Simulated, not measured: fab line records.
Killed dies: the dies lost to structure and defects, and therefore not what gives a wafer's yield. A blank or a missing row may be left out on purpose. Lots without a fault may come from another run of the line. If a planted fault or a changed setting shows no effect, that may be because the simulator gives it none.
Which tool is to blame? :: flow rit cmos :: 14 lots with 42 wafers sampled at 2 steps, on a route of 202 steps

== WHAT EACH GAUGE READ, for each wafer ==
RIT_FOX2_THK_MEAS_91. Usual: FIELD_OXIDE_LEFT_2_THK gives 247 nm (standard deviation 6.2).
lot: L628
measured: day 2 12:01
on: film metro-04
FIELD_OXIDE_LEFT_2_THK (nm): 243 236 242
flag: 

lot: L629
measured: day 2 13:13
on: film metro-03
FIELD_OXIDE_LEFT_2_THK (nm): 245 246 242
flag: 

lot: L630
measured: day 2 19:25
on: film metro-04
FIELD_OXIDE_LEFT_2_THK (nm): 249 251 250
flag: 

lot: L631
measured: day 3 00:00
on: film metro-04
FIELD_OXIDE_LEFT_2_THK (nm): 247 245 246
flag: 

lot: L633
measured: day 3 12:12
on: film metro-04
FIELD_OXIDE_LEFT_2_THK (nm): 249 247 249
flag: 

lot: L638
measured: day 4 09:59
on: film metro-04
FIELD_OXIDE_LEFT_2_THK (nm): 250 251 250
flag: 

lot: L639
measured: day 4 17:36
on: film metro-02
FIELD_OXIDE_LEFT_2_THK (nm): 249 243 246
flag: 

lot: L642
measured: day 5 06:00
on: film metro-03
FIELD_OXIDE_LEFT_2_THK (nm): 260 249 252
flag: 

lot: L643
measured: day 5 12:42
on: film metro-04
FIELD_OXIDE_LEFT_2_THK (nm): 254 251 250
flag: 

lot: L644
measured: day 5 15:44
on: film metro-03
FIELD_OXIDE_LEFT_2_THK (nm): 243 242 242
flag: 

lot: L645
measured: day 5 20:28
on: film metro-03
FIELD_OXIDE_LEFT_2_THK (nm): 258 259 258
flag: 

lot: L646
measured: day 6 06:56
on: film metro-04
FIELD_OXIDE_LEFT_2_THK (nm): 248 241 249
flag: 

lot: L648
measured: day 6 12:05
on: film metro-03
FIELD_OXIDE_LEFT_2_THK (nm): 251 250 251
flag: 

lot: L651
measured: day 7 03:00
on: film metro-03
FIELD_OXIDE_LEFT_2_THK (nm): 247 237 245
flag: 

== WHICH TOOL RAN EACH LOT (tool, then ch and the chambers of the sampled wafers, then the start) ==
lot: L628
RIT_NRETRO_STRIP_09: plasma asher-04 ch 0,1, day 2 09:41

lot: L629
RIT_NRETRO_STRIP_09: plasma asher-03 ch 0,1, day 2 10:53

lot: L630
RIT_NRETRO_STRIP_09: plasma asher-04 ch 0,1, day 2 17:04

lot: L631
RIT_NRETRO_STRIP_09: plasma asher-01 ch 0,1, day 2 21:48

lot: L633
RIT_NRETRO_STRIP_09: plasma asher-04 ch 0,1, day 3 10:00

lot: L638
RIT_NRETRO_STRIP_09: plasma asher-04 ch 0,1, day 4 07:43

lot: L639
RIT_NRETRO_STRIP_09: plasma asher-03 ch 0,1, day 4 15:04

lot: L642
RIT_NRETRO_STRIP_09: plasma asher-01 ch 0,1, day 5 03:38

lot: L643
RIT_NRETRO_STRIP_09: plasma asher-01 ch 0,1, day 5 10:05

lot: L644
RIT_NRETRO_STRIP_09: plasma asher-01 ch 1, day 5 13:23

lot: L645
RIT_NRETRO_STRIP_09: plasma asher-03 ch 0,1, day 5 18:11

lot: L646
RIT_NRETRO_STRIP_09: plasma asher-01 ch 0,1, day 6 04:37

lot: L648
RIT_NRETRO_STRIP_09: plasma asher-04 ch 0,1, day 6 09:50

lot: L651
RIT_NRETRO_STRIP_09: plasma asher-04 ch 0,1, day 7 00:42
- RIT_NRETRO_STRIP_09: strips in O2, time 180 s.

== AS READ BY THE TOOLS THEMSELVES (means over the sampled wafers that have a number; for cases with no such wafer, the mark the record gives instead) ==
RIT_NRETRO_STRIP_09. Usual: drypump motor current A reads 5.5 A (standard deviation 0.4).
lot: L628
tool: plasma asher-04
drypump motor current A (A): 5.7
flag: 

lot: L629
tool: plasma asher-03
drypump motor current A (A): 5.4
flag: 

lot: L630
tool: plasma asher-04
drypump motor current A (A): 5.7
flag: 

lot: L631
tool: plasma asher-01
drypump motor current A (A): 5.5
flag: 

lot: L633
tool: plasma asher-04
drypump motor current A (A): 5.6
flag: 

lot: L638
tool: plasma asher-04
drypump motor current A (A): 5.7
flag: 

lot: L639
tool: plasma asher-03
drypump motor current A (A): 5.4
flag: 

lot: L642
tool: plasma asher-01
drypump motor current A (A): 5.1
flag: 

lot: L643
tool: plasma asher-01
drypump motor current A (A): 5.5
flag: 

lot: L644
tool: plasma asher-01
drypump motor current A (A): 5.9
flag: 

lot: L645
tool: plasma asher-03
drypump motor current A (A): 5.4
flag: 

lot: L646
tool: plasma asher-01
drypump motor current A (A): 5.5
flag: 

lot: L648
tool: plasma asher-04
drypump motor current A (A): 5.6
flag: 

lot: L651
tool: plasma asher-04
drypump motor current A (A): 5.6
flag: 

== THE ANSWER, worked out from the rows above alone ==
Rule: take the mean of a lot's wafers that have a number; if it is more than 3 standard deviations from the usual mean, the lot is off. A lot without any number at a reading at which 4 lots or more have one is off too. Any other lot the step has rows for is counted as sound. The gauges are gone through in route order, then the tools' own readings, and for those a lot's mean is taken as printed above. At the first step where some lot is off, the reading lying furthest off is the one used; lots without a number count as furthest.
Across all readings shown, no lot is off: no conclusion can be drawn from this.

== WHAT WAS PUT IN BY THE SIMULATOR ==
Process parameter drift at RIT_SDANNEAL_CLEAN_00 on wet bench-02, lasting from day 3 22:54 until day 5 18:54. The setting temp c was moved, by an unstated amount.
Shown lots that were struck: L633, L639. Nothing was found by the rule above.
